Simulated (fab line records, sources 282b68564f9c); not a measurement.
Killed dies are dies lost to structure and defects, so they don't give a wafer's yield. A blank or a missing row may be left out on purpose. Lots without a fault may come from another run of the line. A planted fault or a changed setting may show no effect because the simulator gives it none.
Problem report in the 8D (eight disciplines) form, filled by code | flow rit_cmos | the parts of the form that need people (team, actions taken, sign-off) are left out

1. THE PROBLEM
killed_on_rim at RIT_M1_PROBE_99 reads a mean of 9.0 on 1 wafer of 1 lot; wafers without a fault read 1.9 with a standard deviation of 1.4. That is +5.1 standard deviations from the usual mean.
First seen on wafer L154.4, day 7 00:23, on prober-01. The record holds 3 wafers of 1 lot with a number at this step. Rule for "out", or "out of limits": more than 4 standard deviations from the usual mean. The other wafers with a number count as sound.

2. WHAT IT IS AND WHAT IT IS NOT
question                    | is                                              | is not
which readings at this step | killed_on_rim, killed_at_front_end, killed_dies | killed_at_contacts, killed_open, killed_short
which lots                  | L154                                            | -
which wafers of those lots  | L154.4                                          | L154.1, L154.2
read on which tools         | prober-01                                       | -
when                        | from day 7 00:23                                | up to then (2 sound wafers)

3. SUSPECTS, AND WHAT RULES EACH OUT
Counting: a tool at a process step up to the reading stays a suspect if it ran every lot that is out. Sound lots after the first of them don't rule it out here, since some wafers of a struck lot are sound.
- pvd_sputter-01 at RIT_SILICIDE_SPUTTER_01 (material Ti, target thk 30 nm, time 240 s): kept. It ran the lot that is out, L154 (day 6 17:13).
- prober-01 at RIT_M1_PROBE_99: kept. It ran the lot that is out, L154 (day 7 00:14). Its own readings are out on those wafers: killed_at_front_end, killed_dies, killed_on_rim.
Left after counting: pvd_sputter-01 at RIT_SILICIDE_SPUTTER_01, prober-01 at RIT_M1_PROBE_99.

4. THE CAUSE (what the simulator had put in)
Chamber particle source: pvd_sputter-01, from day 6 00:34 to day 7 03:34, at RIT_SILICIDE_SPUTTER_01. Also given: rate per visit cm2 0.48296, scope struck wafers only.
Counting left 2 suspects, and this tool is among them.

5. THE CHAIN OF EFFECTS, in route order
Each row: a reading whose mean over the struck wafers that have a number lies more than 3 standard deviations from the usual. Only readings for which the record gives a usual standard deviation are gone through. hours: the time from each lot's start at the first step in this table that gives one to its start at this step, as a median over the lots. sigmas: the change in usual standard deviations.
hours | step            | reading             | usual | on struck wafers | change | sigmas
0     | RIT_M1_PROBE_99 | killed_at_front_end | 6.9   | 21.0             | +14.1  | +4.9
0     | RIT_M1_PROBE_99 | killed_dies         | 7.0   | 21.0             | +14.0  | +4.8
0     | RIT_M1_PROBE_99 | killed_on_rim       | 1.9   | 9.0              | +7.1   | +5.1
The process steps in it:
- RIT_M1_PROBE_99

6. WHAT WOULD HAVE CAUGHT IT SOONER
In this record the first reading out of limits was taken at day 7 00:23, 24 hours after the fault began at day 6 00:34.
Of the tool readings at RIT_SILICIDE_SPUTTER_01 for which the record gives a usual standard deviation, none was out on any struck wafer, so an alarm limit of 4 standard deviations on them would not have fired.
All the lots that are out (1) had begun RIT_SILICIDE_SPUTTER_01 on pvd_sputter-01 by day 7 00:23. A hold on the tool at that time would have spared none of them.
